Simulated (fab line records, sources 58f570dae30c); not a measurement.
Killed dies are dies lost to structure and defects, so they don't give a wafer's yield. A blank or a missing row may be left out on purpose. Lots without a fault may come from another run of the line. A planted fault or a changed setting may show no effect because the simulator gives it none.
fab line records | flow berkeley_cmos170
record lots=5 wafers=23
route steps=331 shown M3@310
start_h: hours from the record's first day to the start of the lot's first wafer shown | wait_h: hours since the lot's step before | " the same as in the row above | L1.1+2: a row that stands for several wafers | - no value, or no start given | * or withheld: withheld | < > ~ a bound
route shown NAME@n: a module of which the file shows steps, and the number in the route of the first | usual: mean/standard deviation of fault-free wafers | same: alike in all rows | chamber/n: place in a boat | sites: the reading at each site | _std_site: their standard deviation | _edge_site: outer sites' mean less inner sites' | radius_mm: how far each site lies from the wafer's centre | mask NAME#n: copy n | behind: the tool/chamber that last shaped the wafer | hold: why the lot was held/for how many hours/how that ended | device: the transistor (n, p or np) that didn't switch | end of line: the same wafers' tests at the end of the route | a step without rows: its recipe alone | killed: dies lost to structure and defects at the first sort, not the wafer's yield | map: a wafer's dies, x killed, . not, _ none there
set.NAME: the setting as run; set.NAME@STEP: as run at that earlier step | model.NAME: the simulator's own value behind a step, which no gauge read
lots whose settings were changed on purpose; a table a step, a row a wafer
## steps
# step UCB170_M3_SPUTTER_01
# recipe material=Al target_thk_nm=900 time_s=120 power_w=6000 chamber_pressure_pa=0.5
# columns lot.wafer tool chamber start_h wait_h set.power_w model.Al_of_M3_SPUTTER_01.thk_nm
L080.1 pvd_sputter-04 - 211.08 0.0 5679 858.9
L080.2 " - " " 6000 908
L080.4 " - " " 5679 856.8
L080.5 " - " " 6000 920.1
L080.6 " - " " 6000 910
L082.2 pvd_sputter-01 - 221.63 0.0 6000 896
L082.3 " - " " 6000 897.2
L082.6 " - " " 6000 894.7
L081.1 pvd_sputter-04 - 221.91 0.0 6000 890.7
L081.2 " - " " 6000 886.1
L081.3 " - " " 6000 894.4
L081.4 " - " " 6269 936.1
L081.6 " - " " 6269 926.7
L085.1 pvd_sputter-03 - 234.45 0.0 5813 878.4
L085.2 " - " " 5813 872.5
L085.3 " - " " 6000 888.8
L085.4 " - " " 5813 868.2
L085.6 " - " " 6000 898.7
L084.1 pvd_sputter-01 - 235.79 0.0 6350 944.7
L084.2 " - " " 6000 886.6
L084.3 " - " " 6000 897.4
L084.4 " - " " 6000 895.9
L084.5 " - " " 6350 936.1
# step UCB170_M3_RS_MEAS_02
# recipe thk_meas_gauge=four-point-probe reads=Al_of_M3_SPUTTER_01
# usual M3_AL_RS=0.0323/0.00042
# columns lot.wafer tool chamber start_h wait_h set.power_w@M3_SPUTTER_01 M3_AL_RS[ohm/sq]
L080.1 film_metro-02 - 211.16 0.0 5679 0.0337
L080.2 " - " " 6000 0.0318
L080.4 " - " " 5679 0.0338
L080.5 " - " " 6000 0.0313
L080.6 " - " " 6000 0.0317
L082.2 film_metro-02 - 221.74 0.1 6000 0.0322
L082.3 " - " " 6000 0.0322
L082.6 " - " " 6000 0.0323
L081.1 film_metro-03 - 221.99 0.0 6000 0.0325
L081.2 " - " " 6000 0.0327
L081.3 " - " " 6000 0.0324
L081.4 " - " " 6269 0.0309
L081.6 " - " " 6269 0.0312
L085.1 film_metro-04 - 234.54 0.0 5813 0.0330
L085.2 " - " " 5813 0.0333
L085.3 " - " " 6000 0.0326
L085.4 " - " " 5813 0.0334
L085.6 " - " " 6000 0.0323
L084.1 film_metro-04 - 235.88 0.0 6350 0.0307
L084.2 " - " " 6000 0.0327
L084.3 " - " " 6000 0.0323
L084.4 " - " " 6000 0.0324
L084.5 " - " " 6350 0.0309
# step UCB170_M3_THK_MEAS_03
# recipe thk_meas_gauge=xrf reads=Al_of_M3_SPUTTER_01
# usual M3_AL_THK=889/13
# columns lot.wafer tool chamber start_h wait_h set.power_w@M3_SPUTTER_01 M3_AL_THK[nm]
L080.1 film_metro-02 - 211.28 0.1 5679 859
L080.2 " - " " 6000 912
L080.4 " - " " 5679 855
L080.5 " - " " 6000 921
L080.6 " - " " 6000 906
L082.2 film_metro-02 - 221.85 0.1 6000 886
L082.3 " - " " 6000 888
L082.6 " - " " 6000 889
L081.1 film_metro-03 - 222.11 0.1 6000 884
L081.2 " - " " 6000 876
L081.3 " - " " 6000 887
L081.4 " - " " 6269 927
L081.6 " - " " 6269 921
L085.1 film_metro-04 - 234.66 0.1 5813 866
L085.2 " - " " 5813 860
L085.3 " - " " 6000 881
L085.4 " - " " 5813 861
L085.6 " - " " 6000 892
L084.1 film_metro-04 - 236.00 0.1 6350 932
L084.2 " - " " 6000 880
L084.3 " - " " 6000 891
L084.4 " - " " 6000 878
L084.5 " - " " 6350 922
# step UCB170_M3_ETCH_17
# recipe chemistry=N2/H2 target_depth_a=withheld overetch_a=withheld target=BARC time_s=withheld source_w=500 bias_w=100 pressure_mtorr=30 n2_flow_sccm=100 h2_flow_sccm=200
# columns lot.wafer tool chamber start_h wait_h set.source_w
L080.1+2+5 rie_diel-03 0,1,1 215.24 0.0 500
L080.4+6 " 2 " " 463.7
L082.2+3+6 rie_diel-03 3,2,2 223.78 0.0 500
L081.1+2 rie_diel-02 3,1 224.10 0.0 446.6
L081.3+4+6 " 0,1,3 " " 500
L085.1+4+6 rie_diel-03 1,0,2 236.58 0.0 500
L085.2+3 " 2,3 " " 552.6
L084.1+3+4 rie_diel-02 2,0,1 238.02 0.0 500
L084.2+5 " 3,2 " " 527.4
# step UCB170_M3_METAL_ETCH_18
# recipe chemistry=Cl2/BCl3 target=Al stop_on=SiO2 pressure_mtorr=12 target_depth_a=11700 over_etch_frac=0.2919 time_s=195 icp_w=600 bias_w=120 Cl2_flow_sccm=90 bcl3_flow_sccm=45
# columns lot.wafer tool chamber start_h wait_h set.power_w@M3_SPUTTER_01 model.M3.feature_depth_nm
L080.1+4 rie_metal-02 1,0 215.29 - 5679 -
L080.2 " 0 " " 6000 963.5
L080.5 " 0 " " 6000 975.8
L080.6 " 1 " " 6000 964.1
L082.2 rie_metal-01 0 223.82 - 6000 953.1
L082.3 " 0 " " 6000 954.6
L082.6 " 1 " " 6000 950.5
L081.1 rie_metal-04 0 224.14 - 6000 945.9
L081.2 " 1 " " 6000 942.4
L081.3 " 0 " " 6000 949.5
L081.4 " 1 " " 6269 992
L081.6 " 0 " " 6269 981.7
L085.1 rie_metal-01 1 236.62 - 5813 934.9
L085.2 " 0 " " 5813 929.4
L085.3 " 1 " " 6000 945.4
L085.4 " 0 " " 5813 925.6
L085.6 " 1 " " 6000 954.9
L084.1+5 rie_metal-02 0 238.06 - 6350 -
L084.2 " 1 " " 6000 939.9
L084.3 " 1 " " 6000 951.3
L084.4 " 0 " " 6000 950.8
## key
split step=UCB170_M3_SPUTTER_01 setting=power_w stated=6000 by=wafer
response step=UCB170_M3_SPUTTER_01 reading=model.Al_of_M3_SPUTTER_01.thk_nm change=+8.82 per=1% r=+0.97
response step=UCB170_M3_RS_MEAS_02 reading=M3_AL_RS change=-0.000323 per=1% r=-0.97
response step=UCB170_M3_THK_MEAS_03 reading=M3_AL_THK change=+8.9 per=1% r=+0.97
response step=UCB170_M3_METAL_ETCH_18 reading=model.M3.feature_depth_nm change=+8.27 per=1% r=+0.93
split step=UCB170_M3_ETCH_17 setting=source_w stated=500 by=wafer
response none clear
